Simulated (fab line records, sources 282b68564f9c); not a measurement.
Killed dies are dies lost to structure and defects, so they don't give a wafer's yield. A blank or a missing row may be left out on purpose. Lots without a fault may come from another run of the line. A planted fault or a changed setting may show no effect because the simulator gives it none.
Which tool did it? | flow rit_cmos | 7 lots, 21 wafers sampled, at 2 steps of a route of 202

WHAT THE GAUGES READ, wafer by wafer
RIT_PLDD_OVL_MEAS_06.
lot  | measured    | on         | PLDD_OVL (nm)
L576 | day 3 08:22 | overlay-01 | -4.2 -4.1 -1.8
L579 | day 3 23:40 | overlay-02 | 0.0 0.0 1.3
L583 | day 4 16:28 | overlay-01 | - - -
L585 | day 5 02:53 | overlay-01 | - - -
L589 | day 5 21:24 | overlay-01 | -1.7 -2.0 -1.9
L591 | day 6 07:34 | overlay-02 | 0.6 -0.5 0.2
L595 | day 7 04:53 | overlay-02 | -2.2 -1.9 -1.9

WHICH TOOL RAN EACH LOT (tool, then ch and the chambers of the sampled wafers, then the start)
lot  | RIT_PLDD_EXPOSE_03
L576 | iline_stepper-01 ch 0, day 3 07:59
L579 | iline_stepper-02 ch 0, day 3 23:16
L583 | iline_stepper-02 ch 0, day 4 16:04
L585 | iline_stepper-02 ch 0, day 5 02:29
L589 | iline_stepper-01 ch 0, day 5 21:02
L591 | iline_stepper-01 ch 0, day 6 07:05
L595 | iline_stepper-01 ch 0, day 7 04:20
- RIT_PLDD_EXPOSE_03: exposes mask M8, target cd 40900 nm.

THE ANSWER, worked out from the rows above alone
Rule: what is usual is taken from the lots themselves. Put in order of their means at a reading, lots are off if they are a third of the lots or fewer, leave a main group of 4 or more, and stand apart from it by a gap of 3 or more times the standard deviation of the main group's means; of several such gaps the widest counts. A main group whose means are all the same, to the digits that the tables above print for the reading, isn't used. A lot without any number at a reading at which 4 lots or more have one is off too. The other lots that the step has rows for count as sound.
Off: L583, L585, at RIT_PLDD_OVL_MEAS_06 (PLDD_OVL). Without a number there: L583, L585. The main group: mean -1.3 nm, standard deviation 1.4.
A tool fits if, at a process step before that reading, it ran every lot that is off, and no sound lot after the first of them. The gauges at RIT_PLDD_OVL_MEAS_06 are tried like those tools. One fits: iline_stepper-02 at RIT_PLDD_EXPOSE_03. Its last sound lot is L579 (day 3 23:16), its first lot that is off L583 (day 4 16:04): a fault that began between those two fits.

WHAT THE SIMULATOR HAD PUT IN
Scanner matching overlay: iline_stepper-02, from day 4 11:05 on, at RIT_PLDD_EXPOSE_03. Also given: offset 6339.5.
Lots struck among those shown: L583, L585. The rule above found the same.
